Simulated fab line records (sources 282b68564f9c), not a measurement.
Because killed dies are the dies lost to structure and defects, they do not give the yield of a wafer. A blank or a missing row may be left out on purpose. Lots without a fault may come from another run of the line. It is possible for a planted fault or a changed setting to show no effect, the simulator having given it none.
Code-filled problem report in 8D (eight disciplines) form -- flow ritCmos -- the parts of the form that need people (team, actions taken, sign-off) are left out

1. THE ISSUE
PLDD_TW at RIT_PLDD_TW_MEAS_10 reads a mean of 30 on 3 wafers of 1 lot; wafers without a fault read 2351 with a standard deviation of 12. That is -99 or more standard deviations from the usual mean.
First observed at day 4 22:28: wafer L780.2, on filmMetro-02. At this step, 39 wafers from 13 lots have a number in the record. Rule for "out" (also "out of limits"): further than 4 standard deviations from the usual mean. The other wafers with a number count as sound.

2. WHAT IT IS, AND WHAT IT ISN'T
question,is,is not
which readings at this step,PLDD_TW,-
which lots,L780,"L770, L771, L772, L773, L774, L775, L776, L783, L787, L789, L792, L793"
which wafers of those lots,all that have a number,-
read on which gauges,filmMetro-02,"filmMetro-01, filmMetro-04"
when,from day 4 22:28,"up to then (21 sound wafers); but 15 sound wafers of L783, L787, L789, L792, L793 came after"

3. SUSPECTS, AND WHAT RULES EACH OUT
Counting: a tool at any process step up to the reading remains a suspect when it ran all the lots that are out and ran no sound lot after the first of those.
- the gauge at RIT_PLDD_TW_MEAS_10: ruled out. All the wafers that are out were read on filmMetro-02, but those of them that RIT_NLDD_STRIP_09 has rows for are out there too, on other tools.
- plasmaAsher-02 at RIT_NLDD_STRIP_09 (strips in O2, time 180 s): kept. It ran the lot that is out, L780 (day 4 20:52), and no sound lot after that; its last sound lot up to then is L775 (day 3 18:25). On those wafers its own readings are out: runLengthS.
The count leaves plasmaAsher-02 at RIT_NLDD_STRIP_09.

4. THE CAUSE (what the simulator had put in)
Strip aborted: plasmaAsher-02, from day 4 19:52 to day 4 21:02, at RIT_NLDD_STRIP_09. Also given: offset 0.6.
The count eliminated every tool but this one.

5. THE CHAIN OF EFFECTS, in route order
Rows list readings where the struck wafers' mean (over those with a number) sits beyond 3 standard deviations from the usual. Readings are gone through only where the record gives a usual standard deviation; hours: the median, over the lots, of the time from a lot's start at the first step in this table giving one to that lot's start at this step; sigmas: the change measured in usual standard deviations.
hours,step,reading,usual,on struck wafers,change,sigmas
0,RIT_NLDD_STRIP_09,runLengthS,208.4 s,72.4,-136.0,-99 or more
2,RIT_PLDD_TW_MEAS_10,PLDD_TW,2351,30,-2321,-99 or more
It contains these process steps:
- RIT_NLDD_STRIP_09: strips in O2, time 180 s.
At these later measuring or inspecting steps, every struck wafer for which the step has a row has a number for every such reading, and none has moved that far: RIT_NSD_OVL_MEAS_06.

6. HOW IT WOULD HAVE BEEN CAUGHT EARLIER
The first out-of-limits reading at a measuring or inspecting step in this record came at day 4 22:28, 3 hours after the fault's start at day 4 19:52.
Tool's own readings at RIT_NLDD_STRIP_09, runLengthS: out on all struck wafers the step has rows for; an alarm limit on them would have tripped on the first.
All the lots that are out (1) had begun RIT_NLDD_STRIP_09 on plasmaAsher-02 by day 4 22:28. Had the tool been put on hold then, not one of them would have been saved.
